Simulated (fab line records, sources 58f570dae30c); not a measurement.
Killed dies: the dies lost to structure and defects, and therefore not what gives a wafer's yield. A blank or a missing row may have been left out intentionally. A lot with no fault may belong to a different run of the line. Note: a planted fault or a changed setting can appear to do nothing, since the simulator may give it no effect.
Comparing a struck lot with a sound one -- flow berkeley-cmos170 -- 14 out of 331 route steps
Sound: these wafers, L286.1, L286.4, L286.5. Struck: wafers L276.2, L276.4, L276.5. At the end, the cause is stated.
For every step that has rows: the tool of each side, followed by ch and its chambers, followed by its first start. Under that, the readings that differ: sound wafers -- struck wafers -- difference of the means -- sigmas: that difference in standard deviations of wafers without a fault.
alike: readings whose means differ by less than 2 such deviations, and words and numbers that are the same on both sides. not compared: withheld readings, readings that some wafer has no value for, bounds like >300 that may hide the same value, and numbers for which the record gives no deviation and whose values overlap.
The two part at a step that has a row with sigmas, a row that says differs or no value, or rows on one side only. When numbers do not overlap yet have no deviation, they are printed without sigmas and do not part them. A reading missing from all wafers of one side parts the sides only when that side holds two or more wafers.

UCB170_M2_STRIP_07: strips in O2.
  sound on plasma-asher-03 ch 0,1, day 12 03:42; struck on plasma-asher-01 ch 1, day 9 14:28
  alike: chamber-pressure-mTorr, drypump-motor-current-A, oes-product-au, strip-time-to-endpoint-s
  not compared: rf-hours-counter-h
then, 5 steps without rows for these wafers: UCB170_M2_STRIP_08 (strips KrF in DMSO, time 600 s); UCB170_M2_COAT_09; UCB170_M2_COAT_10 (resist thk 900 nm); UCB170_M2_SOFTBAKE_11 (time 60 s); UCB170_M2_EXPOSE_12 (exposes mask METAL2, target cd 700 nm).
UCB170_M2_PEB_13:
  sound on litho-track-04 ch 0, day 12 04:40; struck on litho-track-01 ch 0, day 9 15:35
  alike: plate-sensor-t-centre-C, plate-sensor-t-edge-C
then, 1 step without rows for these wafers: UCB170_M2_DEVELOP_14 (develop time 45 s).
UCB170_M2_CD_MEAS_15: target cd 700 nm.
  struck on cd-sem-01, day 9 15:52; sound on cd-sem-01, day 12 04:56
  alike: cd-nm
UCB170_M2_OVL_MEAS_16:
  struck on overlay-01, day 9 15:58; sound on overlay-02, day 12 05:04
  alike: M2_OVL
UCB170_M2_ETCH_17: etches BARC in N2/H2.
  sound on rie-diel-01 ch 0,1,2, day 12 05:06; struck on rie-diel-04 ch 2,3, day 9 15:59
  alike: drypump-motor-current-A, oes-product-au, throttle-valve-pct
UCB170_M2_METAL_ETCH_18: etches Al in Cl2/BCl3, stops on SiO2, target depth 1170 nm, time 195 s.
  sound on rie-metal-03 ch 0,1, day 12 05:08; struck on rie-metal-02 ch 0,1, day 9 16:02
  alike: bcl3-flow-sccm, drypump-motor-current-A, oes-product-au, throttle-valve-pct
  not compared: rf-hours-counter-h
UCB170_M2_STRIP_19: strips in O2.
  sound on plasma-asher-02 ch 1, day 12 05:20; struck on plasma-asher-03 ch 0,1, day 9 16:13
  no value came back on the struck wafers for chamber-pressure-mTorr (mTorr), drypump-motor-current-A (A), oes-product-au (a.u.); on the sound wafers chamber-pressure-mTorr (mTorr) reads 3497 3501 3499
reading,sound,struck,difference,sigmas
model.KrF_of_M2_COAT_10.thk-nm (nm),0 0 0,221.4 210.8 219.5,+217.2,
  not compared: rf-hours-counter-h
UCB170_M2_CD_MEAS_90: target cd 700 nm.
  struck on cd-sem-01, day 9 16:20; sound on cd-sem-01, day 12 05:26
  alike: cd-nm

## WHERE THEY PART
Within this record, at UCB170_M2_STRIP_19 only. Later steps at which nothing parts them and some readings are alike: UCB170_M2_CD_MEAS_90.

WHY: what had been put in by the simulator
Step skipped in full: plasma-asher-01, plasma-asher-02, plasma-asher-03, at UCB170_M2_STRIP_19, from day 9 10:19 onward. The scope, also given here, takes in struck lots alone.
